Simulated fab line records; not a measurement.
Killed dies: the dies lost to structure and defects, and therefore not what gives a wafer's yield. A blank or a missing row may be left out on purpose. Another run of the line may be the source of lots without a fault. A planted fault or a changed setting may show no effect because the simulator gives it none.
The tool behind it: which one? / flow berkeley-cmos170 / 7 lots with 21 wafers sampled at 3 steps, on a route of 331 steps

## WHAT THE GAUGES READ, wafer by wafer
UCB170_PSD_OVL_MEAS_07.
lot=L919; measured=day 8 11:54; on=overlay-01; PSD_OVL (nm)=2 8 5
lot=L922; measured=day 8 16:40; on=overlay-01; PSD_OVL (nm)=- - -
lot=L925; measured=day 9 04:01; on=overlay-02; PSD_OVL (nm)=- - -
lot=L926; measured=day 9 11:12; on=overlay-02; PSD_OVL (nm)=-2 -4 -3
lot=L932; measured=day 10 21:26; on=overlay-02; PSD_OVL (nm)=8 6 8
lot=L936; measured=day 11 10:40; on=overlay-01; PSD_OVL (nm)=-10 -8 -10
lot=L938; measured=day 11 10:28; on=overlay-01; PSD_OVL (nm)=4 -2 -3

## TOOL THAT RAN EACH LOT (tool first, then ch and the chambers of the sampled wafers, then the start)
lot=L919; UCB170_GATE_STRIP_16=plasma-asher-03 ch 0,1, day 7 23:11; UCB170_PSD_PEB_04=litho-track-04 ch 0, day 8 11:00
lot=L922; UCB170_GATE_STRIP_16=plasma-asher-04 ch 0,1, day 8 03:13; UCB170_PSD_PEB_04=litho-track-03, day 8 16:00
lot=L925; UCB170_GATE_STRIP_16=plasma-asher-01 ch 0,1, day 8 13:31; UCB170_PSD_PEB_04=litho-track-01, day 9 03:37
lot=L926; UCB170_GATE_STRIP_16=plasma-asher-03 ch 0,1, day 8 22:18; UCB170_PSD_PEB_04=litho-track-03 ch 0, day 9 10:48
lot=L932; UCB170_GATE_STRIP_16=plasma-asher-01 ch 0,1, day 10 09:20; UCB170_PSD_PEB_04=litho-track-04 ch 0, day 10 21:02
lot=L936; UCB170_GATE_STRIP_16=plasma-asher-04 ch 0,1, day 10 21:29; UCB170_PSD_PEB_04=litho-track-03 ch 0, day 11 10:16
lot=L938; UCB170_GATE_STRIP_16=plasma-asher-03 ch 0,1, day 10 21:46; UCB170_PSD_PEB_04=litho-track-01 ch 0, day 11 10:06
- UCB170_GATE_STRIP_16: strips in O2.
- UCB170_PSD_PEB_04

## THE ANSWER, worked out from the rows above alone
Rule: the usual values come from the lots themselves. Put in order of their means at a reading, lots are off if they are a third of the lots or fewer, leave a main group of 4 or more, and stand apart from it by a gap of 3 or more times the standard deviation of the main group's means; of several such gaps the widest counts. The tables above print the reading to a certain number of digits; a main group whose means all agree to those digits is not used. A lot without any number at a reading at which 4 lots or more have one is off too. Where the step has rows for the other lots, those lots are counted as sound.
Off: L922, L925, at UCB170_PSD_OVL_MEAS_07 (PSD_OVL). Without a number there: L922, L925. For the main group the mean is -0 nm and the standard deviation 5.9.
If a tool, at a process step before that reading, ran all the lots that are off and no sound lot after the first of them, it fits. Gauges at UCB170_PSD_OVL_MEAS_07: tried the same way as those tools. None of those tried fits.

## WHAT HAD BEEN PUT IN BY THE SIMULATOR
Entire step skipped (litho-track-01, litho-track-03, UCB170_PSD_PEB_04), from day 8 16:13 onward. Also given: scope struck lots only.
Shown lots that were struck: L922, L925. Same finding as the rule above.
